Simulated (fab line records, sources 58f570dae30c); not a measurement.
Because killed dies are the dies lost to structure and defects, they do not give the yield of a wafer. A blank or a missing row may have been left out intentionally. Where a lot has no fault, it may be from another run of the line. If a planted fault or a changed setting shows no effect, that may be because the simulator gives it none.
Which tool is to blame? + flow berkeley-cmos170 + 14 lots, 42 wafers sampled, at 5 steps of a route of 331

== WHAT EACH GAUGE READ, for each wafer ==
UCB170_CONTACT_CD_MEAS_15: the cd target is 700 nm. Usual: cd-nm reads 700.3 nm (standard deviation 1.5).
| lot  | measured     | on        | cd-nm (nm)        | flag |
|------|--------------|-----------|-------------------|------|
| L901 | day 7 10:47  | cd-sem-02 | 701.0 701.2 700.0 |      |
| L900 | day 7 12:13  | cd-sem-02 | 700.6 701.0 701.5 |      |
| L899 | day 7 12:32  | cd-sem-01 | 702.4 701.1 701.5 |      |
| L902 | day 7 23:31  | cd-sem-02 | 701.4 701.4 701.2 |      |
| L903 | day 8 08:37  | cd-sem-02 | 699.0 698.9 699.9 |      |
| L905 | day 9 03:28  | cd-sem-02 | 699.2 699.6 699.6 |      |
| L910 | day 9 13:00  | cd-sem-01 | 700.6 701.8 701.8 |      |
| L909 | day 10 08:08 | cd-sem-01 | 698.7 698.8 697.8 |      |
| L911 | day 9 18:41  | cd-sem-01 | 699.6 700.3 700.2 |      |
| L916 | day 10 18:56 | cd-sem-01 | 699.9 700.0 700.1 |      |
| L914 | day 10 19:11 | cd-sem-02 | 700.1 700.7 698.7 |      |
| L918 | day 10 23:04 | cd-sem-01 | 701.1 701.3 699.8 |      |
| L917 | day 10 23:20 | cd-sem-01 | 697.6 698.5 698.1 |      |
| L920 | day 12 08:02 | cd-sem-01 | 696.5 697.1 697.5 |      |

UCB170_M1_CD_MEAS_90: the cd target is 700 nm. Usual: cd-nm reads 700.5 nm (standard deviation 2.1).
| lot  | measured     | on        | cd-nm (nm)        | flag |
|------|--------------|-----------|-------------------|------|
| L901 | day 7 13:35  | cd-sem-02 | 701.4 703.7 701.5 |      |
| L900 | day 7 14:48  | cd-sem-02 | 701.7 700.2 700.7 |      |
| L899 | day 7 14:54  | cd-sem-01 | 698.7 700.6 700.1 |      |
| L902 | day 8 03:55  | cd-sem-02 | 701.0 702.1 698.7 |      |
| L903 | day 8 10:51  | cd-sem-02 | 702.7 701.1 703.6 |      |
| L905 | day 9 06:02  | cd-sem-02 | 699.7 696.0 700.7 |      |
| L910 | day 9 15:53  | cd-sem-01 | 702.8 699.9 703.0 |      |
| L909 | day 10 10:45 | cd-sem-01 | 683.1 682.3 678.8 | OFF  |
| L911 | day 9 22:42  | cd-sem-02 | 703.2 698.9 700.8 |      |
| L916 | day 10 22:49 | cd-sem-02 | 679.4 682.3 681.4 | OFF  |
| L914 | day 10 23:04 | cd-sem-02 | 680.6 683.4 681.3 | OFF  |
| L918 | day 11 01:17 | cd-sem-01 | 698.0 695.2 697.5 |      |
| L917 | day 11 01:34 | cd-sem-02 | 700.8 698.5 697.9 |      |
| L920 | day 12 10:41 | cd-sem-01 | 704.3 702.3 703.6 |      |

== EACH LOT AND THE TOOL THAT RAN IT (in order: tool; ch and the chambers of the sampled wafers; start) ==
| lot  | UCB170_BACKSIDE_STRIP_03             | UCB170_M1_METAL_ETCH_12           | UCB170_M1_STRIP_13                   |
|------|--------------------------------------|-----------------------------------|--------------------------------------|
| L901 | plasma-asher-03 ch 0,1, day 7 04:35  | rie-metal-01 ch 0,1, day 7 13:22  | plasma-asher-01 ch 0,1, day 7 13:29  |
| L900 | plasma-asher-02 ch 0,1, day 7 05:02  | rie-metal-02 ch 0,1, day 7 14:33  | plasma-asher-02 ch 0,1, day 7 14:41  |
| L899 | plasma-asher-03 ch 0,1, day 7 05:29  | rie-metal-01 ch 0,1, day 7 14:40  | plasma-asher-01 ch 0,1, day 7 14:48  |
| L902 | plasma-asher-03 ch 0,1, day 7 16:44  | rie-metal-02 ch 0,1, day 8 03:40  | plasma-asher-02 ch 0,1, day 8 03:47  |
| L903 | plasma-asher-02 ch 0,1, day 8 00:24  | rie-metal-03 ch 0,1, day 8 10:37  | plasma-asher-04 ch 0,1, day 8 10:45  |
| L905 | plasma-asher-03 ch 0,1, day 8 21:58  | rie-metal-03 ch 0,1, day 9 05:47  | plasma-asher-01 ch 0,1, day 9 05:55  |
| L910 | plasma-asher-03 ch 0,1, day 9 06:56  | rie-metal-03 ch 0,1, day 9 15:38  | plasma-asher-01 ch 0,1, day 9 15:45  |
| L909 | plasma-asher-03 ch 0, day 9 10:58    | rie-metal-03 ch 0,1, day 10 10:31 | plasma-asher-02 ch 0,1, day 10 10:39 |
| L911 | plasma-asher-03 ch 0,1, day 9 13:30  | rie-metal-03 ch 0,1, day 9 22:28  | plasma-asher-01 ch 0,1, day 9 22:35  |
| L916 | plasma-asher-02 ch 0,1, day 10 13:07 | rie-metal-03 ch 0,1, day 10 22:34 | plasma-asher-01 ch 0,1, day 10 22:42 |
| L914 | plasma-asher-02 ch 1, day 10 13:23   | rie-metal-03 ch 0,1, day 10 22:50 | plasma-asher-01 ch 0,1, day 10 22:58 |
| L918 | plasma-asher-03 ch 0,1, day 10 13:50 | rie-metal-02 ch 0,1, day 11 01:02 | plasma-asher-02 ch 0,1, day 11 01:10 |
| L917 | plasma-asher-02 ch 0,1, day 10 13:50 | rie-metal-01 ch 0,1, day 11 01:19 | plasma-asher-02 ch 0,1, day 11 01:26 |
| L920 | plasma-asher-03 ch 0,1, day 12 00:55 | rie-metal-02 ch 0,1, day 12 10:27 | plasma-asher-02 ch 0,1, day 12 10:34 |
- UCB170_BACKSIDE_STRIP_03: strips in O2.
- UCB170_M1_METAL_ETCH_12: etches Al in Cl2/BCl3, stops on PSG, target depth 780 nm, time 130 s.
- UCB170_M1_STRIP_13: strips in O2.

== AS READ BY THE TOOLS THEMSELVES (means over the sampled wafers that have a number; for cases with no such wafer, the mark the record gives instead) ==
UCB170_BACKSIDE_STRIP_03. Usual: chamber-pressure-mTorr 3500.1 mTorr, standard deviation 3; drypump-motor-current-A 5.6 A, standard deviation 0.33; oes-product-au 0.735 a.u., standard deviation 0.0048; strip-time-to-endpoint-s 21.98 s, standard deviation 0.069.
| lot  | tool            | chamber-pressure-mTorr (mTorr) | drypump-motor-current-A (A) | oes-product-au (a.u.) | strip-time-to-endpoint-s (s) | flag |
|------|-----------------|--------------------------------|-----------------------------|-----------------------|------------------------------|------|
| L901 | plasma-asher-03 | 3500.4                         | 5.5                         | 0.732                 | 22.05                        |      |
| L900 | plasma-asher-02 | 3497.5                         | 5.6                         | 0.733                 | 21.94                        |      |
| L899 | plasma-asher-03 | 3499.4                         | 5.5                         | 0.734                 | 21.96                        |      |
| L902 | plasma-asher-03 | 3500.1                         | 5.5                         | 0.738                 | 21.97                        |      |
| L903 | plasma-asher-02 | 3499.6                         | 5.6                         | 0.736                 | 21.98                        |      |
| L905 | plasma-asher-03 | 3498.1                         | 5.5                         | 0.736                 | 21.93                        |      |
| L910 | plasma-asher-03 | 3502.3                         | 5.5                         | 0.734                 | 21.94                        |      |
| L909 | plasma-asher-03 | 3500.6                         | 5.5                         | 0.734                 | 22.11                        |      |
| L911 | plasma-asher-03 | 3499.3                         | 5.5                         | 0.736                 | 21.90                        |      |
| L916 | plasma-asher-02 | 3500.7                         | 5.6                         | 0.736                 | 22.04                        |      |
| L914 | plasma-asher-02 | 3498.1                         | 5.9                         | 0.733                 | 21.95                        |      |
| L918 | plasma-asher-03 | 3501.0                         | 5.5                         | 0.732                 | 22.07                        |      |
| L917 | plasma-asher-02 | 3498.5                         | 5.4                         | 0.736                 | 21.98                        |      |
| L920 | plasma-asher-03 | 3501.6                         | 5.5                         | 0.730                 | 21.95                        |      |

UCB170_M1_METAL_ETCH_12. Usual: chamber-pressure-mTorr 12.000 mTorr, standard deviation 0.01; drypump-motor-current-A 5.8 A, standard deviation 0.37; oes-product-au 0.858 a.u., standard deviation 0.017; run-length-s 158.1 s, standard deviation 0.58; throttle-valve-pct 24.41 %, standard deviation 0.12.
| lot  | tool         | chamber-pressure-mTorr (mTorr) | drypump-motor-current-A (A) | oes-product-au (a.u.) | run-length-s (s) | throttle-valve-pct (%) | flag |
|------|--------------|--------------------------------|-----------------------------|-----------------------|------------------|------------------------|------|
| L901 | rie-metal-01 | 12.004                         | 6.0                         | 0.845                 | 158.4            | 24.48                  |      |
| L900 | rie-metal-02 | 12.000                         | 5.5                         | 0.866                 | 158.5            | 24.33                  |      |
| L899 | rie-metal-01 | 12.002                         | 6.0                         | 0.833                 | 158.5            | 24.49                  |      |
| L902 | rie-metal-02 | 12.001                         | 5.5                         | 0.863                 | 158.1            | 24.29                  |      |
| L903 | rie-metal-03 | 12.007                         | 6.0                         | 0.864                 | 158.0            | 24.38                  |      |
| L905 | rie-metal-03 | 11.992                         | 6.0                         | 0.876                 | 157.8            | 24.36                  |      |
| L910 | rie-metal-03 | 11.995                         | 6.0                         | 0.876                 | 157.9            | 24.37                  |      |
| L909 | rie-metal-03 | 11.996                         | 6.0                         | 0.694                 | 234.5            | 24.46                  | OFF  |
| L911 | rie-metal-03 | 12.003                         | 6.0                         | 0.866                 | 157.8            | 24.44                  |      |
| L916 | rie-metal-03 | 12.003                         | 6.0                         | 0.686                 | 234.4            | 24.46                  | OFF  |
| L914 | rie-metal-03 | 11.996                         | 5.9                         | 0.691                 | 234.1            | 24.53                  | OFF  |
| L918 | rie-metal-02 | 12.004                         | 5.6                         | 0.870                 | 158.7            | 24.34                  |      |
| L917 | rie-metal-01 | 11.994                         | 5.6                         | 0.841                 | 158.4            | 24.55                  |      |
| L920 | rie-metal-02 | 11.999                         | 5.5                         | 0.866                 | 158.7            | 24.33                  |      |

UCB170_M1_STRIP_13. Usual: chamber-pressure-mTorr 3500.4 mTorr, standard deviation 3; drypump-motor-current-A 5.8 A, standard deviation 0.43; oes-product-au 0.720 a.u., standard deviation 0.0043.
| lot  | tool            | chamber-pressure-mTorr (mTorr) | drypump-motor-current-A (A) | oes-product-au (a.u.) | flag |
|------|-----------------|--------------------------------|-----------------------------|-----------------------|------|
| L901 | plasma-asher-01 | 3503.2                         | 6.0                         | 0.718                 |      |
| L900 | plasma-asher-02 | 3502.0                         | 5.6                         | 0.719                 |      |
| L899 | plasma-asher-01 | 3497.9                         | 6.0                         | 0.718                 |      |
| L902 | plasma-asher-02 | 3500.5                         | 5.6                         | 0.716                 |      |
| L903 | plasma-asher-04 | 3499.7                         | 6.2                         | 0.721                 |      |
| L905 | plasma-asher-01 | 3501.0                         | 6.2                         | 0.724                 |      |
| L910 | plasma-asher-01 | 3499.9                         | 6.0                         | 0.721                 |      |
| L909 | plasma-asher-02 | 3497.2                         | 5.6                         | 0.505                 | OFF  |
| L911 | plasma-asher-01 | 3501.5                         | 6.0                         | 0.720                 |      |
| L916 | plasma-asher-01 | 3502.4                         | 6.0                         | 0.505                 | OFF  |
| L914 | plasma-asher-01 | 3499.4                         | 6.2                         | 0.500                 | OFF  |
| L918 | plasma-asher-02 | 3502.6                         | 5.6                         | 0.724                 |      |
| L917 | plasma-asher-02 | 3498.9                         | 5.4                         | 0.715                 |      |
| L920 | plasma-asher-02 | 3502.7                         | 5.6                         | 0.717                 |      |

== THE ANSWER, worked out from the rows above alone ==
Rule: a lot is off if the mean of its wafers that have a number lies more than 3 standard deviations from the usual mean. Also off: a lot with no number at a reading for which 4 or more lots have one. All remaining lots with rows at the step are treated as sound. The gauges are gone through in route order, then the tools' own readings, and for those a lot's mean is taken as printed above. At the first step where some lot is off, the reading lying furthest off is the one used; lots without a number count as furthest.
Off at UCB170_M1_CD_MEAS_90 (cd-nm): L909, L916, L914.
If a tool, at a process step before that reading, ran all the lots that are off and no sound lot after the first of them, it fits. Not tried: the gauges at UCB170_M1_CD_MEAS_90; whatever is off there is also off at UCB170_M1_METAL_ETCH_12, on other tools, and gauge error can't account for it. One candidate fits, namely rie-metal-03 at UCB170_M1_METAL_ETCH_12. Its last sound lot is L911 (day 9 22:28), its first lot that is off L909 (day 10 10:31): a fault that began between those two fits.
The tool's own readings at UCB170_M1_METAL_ETCH_12 bear it out: on the lots that are off they differ by more than 5 times the standard deviation of the sound lots' means. oes-product-au reads 0.690 a.u. there against 0.861 a.u. on the sound lots; run-length-s reads 234.3 s there against 158.3 s on the sound lots.

== WHAT HAD BEEN PUT IN BY THE SIMULATOR ==
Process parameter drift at UCB170_M1_METAL_ETCH_12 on rie-metal-03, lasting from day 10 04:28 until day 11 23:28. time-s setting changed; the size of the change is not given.
Struck lots among those shown: L909, L916, L914. The same result came from the rule above.
